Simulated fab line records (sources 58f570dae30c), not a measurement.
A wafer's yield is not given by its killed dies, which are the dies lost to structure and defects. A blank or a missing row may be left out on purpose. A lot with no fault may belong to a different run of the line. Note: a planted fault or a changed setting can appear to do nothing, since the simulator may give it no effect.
Which tool was responsible? | flow berkeleyCmos170 | 15 lots with 45 wafers sampled at 2 steps, on a route of 331 steps

WHAT THE GAUGES SHOWED, per wafer
UCB170_PSD_OVL_MEAS_07. Usual: for PSD_OVL the level is -5 nm and the standard deviation is 5.
lot  | measured     | on         | PSD_OVL (nm) | flag
L236 | day 7 16:54  | overlay-02 | -13 -5 -9    | 
L239 | day 8 01:14  | overlay-02 | -11 -7 -6    | 
L237 | day 8 01:53  | overlay-02 | -11 -10 -13  | 
L238 | day 8 02:20  | overlay-02 | -1 -4 0      | 
L242 | day 9 11:59  | overlay-01 | -11 -13 -10  | 
L244 | day 9 11:43  | overlay-01 | 0 -10 -8     | 
L241 | day 9 12:25  | overlay-02 | -6 -2 -10    | 
L243 | day 9 17:10  | overlay-01 | -11 0 -1     | 
L246 | day 10 02:40 | overlay-01 | -4 -9 -2     | 
L250 | day 10 18:22 | overlay-02 | -5 -13 -10   | 
L251 | day 11 09:51 | overlay-01 | -8 -7 -3     | 
L252 | day 11 22:49 | overlay-01 | -8 -1 -9     | 
L256 | day 12 16:05 | overlay-01 | -10 -14 -11  | 
L257 | day 12 16:26 | overlay-02 | 3 11 1       | 
L258 | day 12 16:43 | overlay-01 | -4 -4 -1     | 

EACH LOT AND THE TOOL THAT RAN IT (in order: tool; ch and the chambers of the sampled wafers; start)
lot  | UCB170_NLDD_STRIP_10
L236 | plasmaAsher-03 ch 0,1, day 7 09:45
L239 | plasmaAsher-04 ch 0,1, day 7 15:22
L237 | plasmaAsher-03 ch 0,1, day 7 15:37
L238 | plasmaAsher-03 ch 0,1, day 7 17:38
L242 | plasmaAsher-04 ch 0,1, day 9 07:48
L244 | plasmaAsher-01 ch 0, day 9 08:10
L241 | plasmaAsher-03 ch 0,1, day 9 08:19
L243 | plasmaAsher-04 ch 0,1, day 9 08:24
L246 | plasmaAsher-04 ch 0,1, day 9 19:18
L250 | plasmaAsher-01 ch 1, day 10 11:04
L251 | plasmaAsher-04 ch 0,1, day 10 22:48
L252 | plasmaAsher-04 ch 0,1, day 11 12:48
L256 | plasmaAsher-04 ch 0,1, day 12 08:37
L257 | plasmaAsher-01 ch 0,1, day 12 09:01
L258 | plasmaAsher-01 ch 1, day 12 09:25
- UCB170_NLDD_STRIP_10: strips in O2.

WHAT THE TOOLS THEMSELVES READ (means of the sampled wafers that have a number; where no wafer has one, the mark that the record gives instead)
UCB170_NLDD_STRIP_10. Usual: drypumpMotorCurrentA 5.6 A, standard deviation 0.45; oesProductAu 0.735 a.u., standard deviation 0.0048; stripTimeToEndpointS 21.68 s, standard deviation 0.081.
lot  | tool           | drypumpMotorCurrentA (A) | oesProductAu (a.u.) | stripTimeToEndpointS (s) | flag
L236 | plasmaAsher-03 | 5.4                      | 0.733               | 21.66                    | 
L239 | plasmaAsher-04 | 5.4                      | 0.730               | 21.74                    | 
L237 | plasmaAsher-03 | 5.2                      | 0.733               | 21.60                    | 
L238 | plasmaAsher-03 | 5.5                      | 0.730               | 21.58                    | 
L242 | plasmaAsher-04 | 5.4                      | 0.731               | 21.62                    | 
L244 | plasmaAsher-01 | 6.2                      | 0.736               | 21.59                    | 
L241 | plasmaAsher-03 | 5.5                      | 0.738               | 21.71                    | 
L243 | plasmaAsher-04 | 5.4                      | 0.733               | 21.61                    | 
L246 | plasmaAsher-04 | 5.4                      | 0.738               | 21.74                    | 
L250 | plasmaAsher-01 | 5.6                      | 0.738               | 21.87                    | 
L251 | plasmaAsher-04 | 5.4                      | 0.735               | 21.76                    | 
L252 | plasmaAsher-04 | 5.7                      | 0.734               | 21.67                    | 
L256 | plasmaAsher-04 | 5.4                      | 0.734               | 21.69                    | 
L257 | plasmaAsher-01 | 5.8                      | 0.734               | 21.66                    | 
L258 | plasmaAsher-01 | 5.6                      | 0.735               | 21.74                    | 

THE ANSWER, worked out from the rows above alone
Rule: a lot is off if the mean of its wafers that have a number lies more than 3 standard deviations from the usual mean. A lot without any number at a reading at which 4 lots or more have one is off too. Where the step has rows for the other lots, those lots are counted as sound. The gauges are gone through in route order, then the tools' own readings, and for those a lot's mean is taken as printed above. At the first step where some lot is off, the reading lying furthest off is the one used; lots without a number count as furthest.
No lot is off on any of the readings shown, so nothing can be concluded from this.

WHAT HAD BEEN PUT IN BY THE SIMULATOR
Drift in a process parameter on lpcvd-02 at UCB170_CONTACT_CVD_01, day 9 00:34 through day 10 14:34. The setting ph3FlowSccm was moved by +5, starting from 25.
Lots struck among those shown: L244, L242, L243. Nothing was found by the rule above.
